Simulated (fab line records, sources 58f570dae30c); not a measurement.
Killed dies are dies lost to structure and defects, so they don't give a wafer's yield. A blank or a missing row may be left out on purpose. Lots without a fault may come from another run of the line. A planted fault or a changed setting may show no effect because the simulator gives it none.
Which tool did it? | flow berkeley_cmos170 | 15 lots, 45 wafers sampled, at 4 steps of a route of 331

WHAT THE GAUGES READ, wafer by wafer
UCB170_V1_BOW_MEAS_03. Usual: V1_BOW 19 um, standard deviation 6.7.
lot  | measured     | on            | V1_BOW (um) | flag
L762 | day 8 04:23  | film_metro-01 | 17 14 17    |
L761 | day 8 00:07  | film_metro-02 | 13 27 19    |
L763 | day 7 22:47  | film_metro-01 | 29 11 32    |
L764 | day 8 09:53  | film_metro-04 | 12 17 6     |
L769 | day 9 14:04  | film_metro-04 | 6 26 25     |
L771 | day 10 22:47 | film_metro-01 | 17 29 19    |
L774 | day 11 00:07 | film_metro-02 | 19 26 17    |
L773 | day 11 01:25 | film_metro-04 | 27 4 27     |
L775 | day 11 18:10 | film_metro-01 | 21 20 30    |
L776 | day 11 16:49 | film_metro-02 | 18 23 10    |
L778 | day 12 03:56 | film_metro-01 | 16 31 21    |
L779 | day 12 03:52 | film_metro-02 | 23 6 15     |
L780 | day 12 11:54 | film_metro-04 | 17 14 18    |
L784 | day 13 11:41 | film_metro-02 | 23 13 30    |
L783 | day 13 10:25 | film_metro-04 | 15 19 17    |

UCB170_M2_CD_MEAS_15: target cd 700 nm. Usual: cd_nm 699.6 nm, standard deviation 1.6.
lot  | measured     | on        | cd_nm (nm)        | flag
L762 | day 8 09:29  | cd_sem-01 | 696.1 696.1 696.6 |
L761 | day 8 04:31  | cd_sem-02 | 699.2 700.3 701.0 |
L763 | day 8 04:12  | cd_sem-02 | 698.4 698.5 698.9 |
L764 | day 8 14:14  | cd_sem-02 | 699.4 699.1 699.4 |
L769 | day 9 19:16  | cd_sem-01 | 699.0 698.9 698.8 |
L771 | day 11 06:28 | cd_sem-01 | 699.0 700.7 699.8 |
L774 | day 11 06:42 | cd_sem-02 | 700.4 699.3 699.9 |
L773 | day 11 07:01 | cd_sem-01 | 700.0 699.7 700.3 |
L775 | day 11 23:26 | cd_sem-01 | 701.9 700.8 701.3 |
L776 | day 11 21:47 | cd_sem-02 | 699.4 700.4 698.7 |
L778 | day 12 08:33 | cd_sem-02 | 695.7 696.9 696.9 |
L779 | day 12 08:07 | cd_sem-02 | 699.0 699.9 700.8 |
L780 | day 12 16:09 | cd_sem-01 | 698.4 698.7 698.4 |
L784 | day 13 18:20 | cd_sem-01 | 700.5 699.6 700.3 |
L783 | day 13 16:16 | cd_sem-01 | 701.4 702.8 700.3 |

WHICH TOOL RAN EACH LOT (tool, then ch and the chambers of the sampled wafers, then the start)
lot  | UCB170_ACTIVE_STRIP_16              | UCB170_M2_STRIP_07
L762 | plasma_asher-04 ch 0,1, day 4 08:32 | plasma_asher-04 ch 0,1, day 8 07:29
L761 | plasma_asher-02 ch 0,1, day 4 09:02 | plasma_asher-04 ch 0, day 8 03:22
L763 | plasma_asher-04 ch 0,1, day 4 19:58 | plasma_asher-02 ch 0,1, day 8 02:55
L764 | plasma_asher-03 ch 1, day 4 20:05   | plasma_asher-04 ch 0,1, day 8 12:46
L769 | plasma_asher-04 ch 0,1, day 6 01:10 | plasma_asher-02 ch 0,1, day 9 17:58
L771 | plasma_asher-04 ch 0,1, day 7 02:07 | plasma_asher-01 ch 0,1, day 11 03:13
L774 | plasma_asher-02 ch 0,1, day 7 08:46 | plasma_asher-02 ch 0,1, day 11 03:29
L773 | plasma_asher-04 ch 0,1, day 7 09:01 | plasma_asher-04 ch 0,1, day 11 04:16
L775 | plasma_asher-02 ch 1, day 7 21:16   | plasma_asher-02 ch 0,1, day 11 21:43
L776 | plasma_asher-03 ch 0,1, day 7 21:28 | plasma_asher-04 ch 0,1, day 11 20:34
L778 | plasma_asher-02 ch 0,1, day 8 06:32 | plasma_asher-02 ch 0,1, day 12 07:03
L779 | plasma_asher-03 ch 0, day 8 06:49   | plasma_asher-04 ch 0,1, day 12 06:52
L780 | plasma_asher-02 ch 0,1, day 9 00:47 | plasma_asher-01 ch 0,1, day 12 14:26
L784 | plasma_asher-02 ch 0,1, day 9 17:11 | plasma_asher-04 ch 0,1, day 13 17:06
L783 | plasma_asher-04 ch 0,1, day 9 17:38 | plasma_asher-04 ch 0,1, day 13 13:16
- UCB170_ACTIVE_STRIP_16: strips in O2.
- UCB170_M2_STRIP_07: strips in O2.

WHAT THE TOOLS THEMSELVES READ (means of the sampled wafers that have a number; where no wafer has one, the mark that the record gives instead)
UCB170_ACTIVE_STRIP_16. Usual: drypump_motor_current_A 5.8 A, standard deviation 0.35; o2_flow_sccm 399.7 sccm, standard deviation 1.4; oes_product_au 0.721 a.u., standard deviation 0.005; strip_time_to_endpoint_s 18.11 s, standard deviation 0.095.
lot  | tool            | drypump_motor_current_A (A) | o2_flow_sccm (sccm) | oes_product_au (a.u.) | strip_time_to_endpoint_s (s) | flag
L762 | plasma_asher-04 | 5.8                         | 399.1               | 0.720                 | 18.21                        |
L761 | plasma_asher-02 | 5.7                         | 399.7               | 0.731                 | 18.07                        |
L763 | plasma_asher-04 | 5.7                         | 399.7               | 0.718                 | 18.14                        |
L764 | plasma_asher-03 | 6.0                         | 399.6               | 0.718                 | 17.94                        |
L769 | plasma_asher-04 | 5.9                         | 400.0               | 0.721                 | 18.08                        |
L771 | plasma_asher-04 | 5.8                         | 399.2               | 0.721                 | 18.15                        |
L774 | plasma_asher-02 | 5.7                         | 399.7               | 0.721                 | 18.10                        |
L773 | plasma_asher-04 | 5.9                         | 399.8               | 0.720                 | 18.03                        |
L775 | plasma_asher-02 | 6.2                         | 398.6               | 0.722                 | 18.03                        |
L776 | plasma_asher-03 | 5.7                         | 400.1               | 0.723                 | 18.23                        |
L778 | plasma_asher-02 | 6.0                         | 400.1               | 0.725                 | 18.12                        |
L779 | plasma_asher-03 | 5.2                         | 400.4               | 0.723                 | 18.19                        |
L780 | plasma_asher-02 | 6.0                         | 400.6               | 0.716                 | 18.20                        |
L784 | plasma_asher-02 | 5.7                         | 398.8               | 0.720                 | 18.13                        |
L783 | plasma_asher-04 | 5.9                         | 399.1               | 0.719                 | 18.19                        |

UCB170_M2_STRIP_07. Usual: drypump_motor_current_A 5.7 A, standard deviation 0.35; o2_flow_sccm 400.1 sccm, standard deviation 1.2; oes_product_au 0.735 a.u., standard deviation 0.0047; strip_time_to_endpoint_s 21.97 s, standard deviation 0.055.
lot  | tool            | drypump_motor_current_A (A) | o2_flow_sccm (sccm) | oes_product_au (a.u.) | strip_time_to_endpoint_s (s) | flag
L762 | plasma_asher-04 | 5.8                         | 399.5               | 0.734                 | 21.96                        |
L761 | plasma_asher-04 | 6.0                         | 399.8               | 0.732                 | 21.95                        |
L763 | plasma_asher-02 | 5.7                         | 399.2               | 0.736                 | 21.91                        |
L764 | plasma_asher-04 | 5.8                         | 402.2               | 0.734                 | 22.05                        |
L769 | plasma_asher-02 | 6.0                         | 400.9               | 0.737                 | 22.00                        |
L771 | plasma_asher-01 | 5.2                         | 398.7               | 0.735                 | 21.90                        |
L774 | plasma_asher-02 | 6.0                         | 400.4               | 0.731                 | 22.02                        |
L773 | plasma_asher-04 | 5.8                         | 400.8               | 0.737                 | 21.96                        |
L775 | plasma_asher-02 | 6.0                         | 400.8               | 0.736                 | 21.94                        |
L776 | plasma_asher-04 | 5.9                         | 401.7               | 0.733                 | 21.95                        |
L778 | plasma_asher-02 | 6.0                         | 400.0               | 0.733                 | 21.94                        |
L779 | plasma_asher-04 | 5.8                         | 400.0               | 0.732                 | 21.97                        |
L780 | plasma_asher-01 | 5.4                         | 399.1               | 0.734                 | 21.87                        |
L784 | plasma_asher-04 | 5.8                         | 400.6               | 0.734                 | 21.97                        |
L783 | plasma_asher-04 | 5.8                         | 399.8               | 0.735                 | 21.93                        |

THE ANSWER, worked out from the rows above alone
Rule: a lot is off if the mean of its wafers that have a number lies more than 3 standard deviations from the usual mean. A lot without any number at a reading at which 4 lots or more have one is off too. The other lots that the step has rows for count as sound. The gauges are gone through in route order, then the tools' own readings, and for those a lot's mean is taken as printed above. The first step at which some lot is off is used, and at that step the reading that is off furthest; a lot without a number counts as furthest.
No lot is off at any reading shown: from this, nothing can be told.

WHAT THE SIMULATOR HAD PUT IN
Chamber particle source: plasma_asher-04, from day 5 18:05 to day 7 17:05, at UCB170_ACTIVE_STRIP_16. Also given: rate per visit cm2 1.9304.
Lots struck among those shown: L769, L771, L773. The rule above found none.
